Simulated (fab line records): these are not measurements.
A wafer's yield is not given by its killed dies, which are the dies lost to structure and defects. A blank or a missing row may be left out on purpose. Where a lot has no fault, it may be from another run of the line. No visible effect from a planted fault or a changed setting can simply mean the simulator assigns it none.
Chamber matching | flow berkeley_cmos170 | 4 sister chambers for UCB170_ACTIVE_ETCH_15 on rie_diel-03
The step etches Si3N4 in CH3F/Ar/O2, stops on SiO2, target depth 242 nm, time 151 s. 14 wafers are shown with their chamber, then 7 later ones without.

## WAFERS, EACH WITH ITS CHAMBER
wafer  | chamber | throttle_valve_pct (%) | drypump_motor_current_A (A) | oes_product_au (a.u.)
L875.2 | 1       | 8.23                   | 5.33                        | 0.935
L875.5 | 3       | 8.22                   | 5.29                        | 0.924
L875.6 | 0       | 7.88                   | 5.84                        | 0.908
L878.2 | 3       | 8.21                   | 5.31                        | 0.916
L878.3 | 1       | 8.23                   | 5.36                        | 0.939
L878.4 | 0       | 7.87                   | 5.78                        | 0.909
L883.2 | 3       | 8.23                   | 5.34                        | 0.920
L883.4 | 2       | 8.16                   | 5.89                        | 0.962
L883.6 | 2       | 8.16                   | 5.93                        | 0.957
L886.4 | 2       | 8.16                   | 5.88                        | 0.961
L886.5 | 3       | 8.23                   | 5.31                        | 0.931
L886.6 | 0       | 7.87                   | 5.77                        | 0.912
L887.2 | 1       | 8.24                   | 5.34                        | 0.940
L887.4 | 0       | 7.87                   | 5.80                        | 0.917

SIGNATURES (means of the wafers above)
reading                 | chamber 0 | chamber 1 | chamber 2 | chamber 3 | scatter within a chamber
throttle_valve_pct      | 7.8725    | 8.2333    | 8.1600    | 8.2225    | 0.00645
drypump_motor_current_A | 5.7975    | 5.3433    | 5.9000    | 5.3125    | 0.0245
oes_product_au          | 0.91150   | 0.93800   | 0.96000   | 0.92275   | 0.00447
Rule: for each reading, subtract the chamber's mean from the wafer's reading, divide by that reading's scatter and square the result; add these up over the readings and take the root, which gives the wafer's distance from the chamber. The wafer belongs to the nearest chamber; if the next one is less than 2 further off, it can't be placed. The scatter: the root of (the sum of the squares of (reading less its chamber's mean) over the shown wafers, divided by (wafers less chambers)).

## WAFERS WITH NO CHAMBER GIVEN
wafer  | throttle_valve_pct (%) | drypump_motor_current_A (A) | oes_product_au (a.u.)
L887.5 | 8.24                   | 5.34                        | 0.937
L891.2 | 7.86                   | 5.84                        | 0.914
L891.5 | 8.22                   | 5.33                        | 0.930
L891.6 | 8.16                   | 5.90                        | 0.968
L898.2 | 7.86                   | 5.81                        | 0.918
L898.4 | 8.22                   | 5.35                        | 0.927
L898.5 | 8.22                   | 5.33                        | 0.932

## WHICH CHAMBER EACH ONE RAN IN
wafer  | from the rows above     | in truth
L887.5 | 1                       | 1
L891.2 | 0                       | 0
L891.5 | can't be placed: 3 or 1 | 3
L891.6 | 2                       | 2
L898.2 | 0                       | 0
L898.4 | can't be placed: 3 or 1 | 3
L898.5 | can't be placed: 3 or 1 | 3
Correctly placed: 4 of 7. Cannot be placed on the basis of these rows: 3; the candidates contain the true chamber in 3. Placed wrongly: 0.
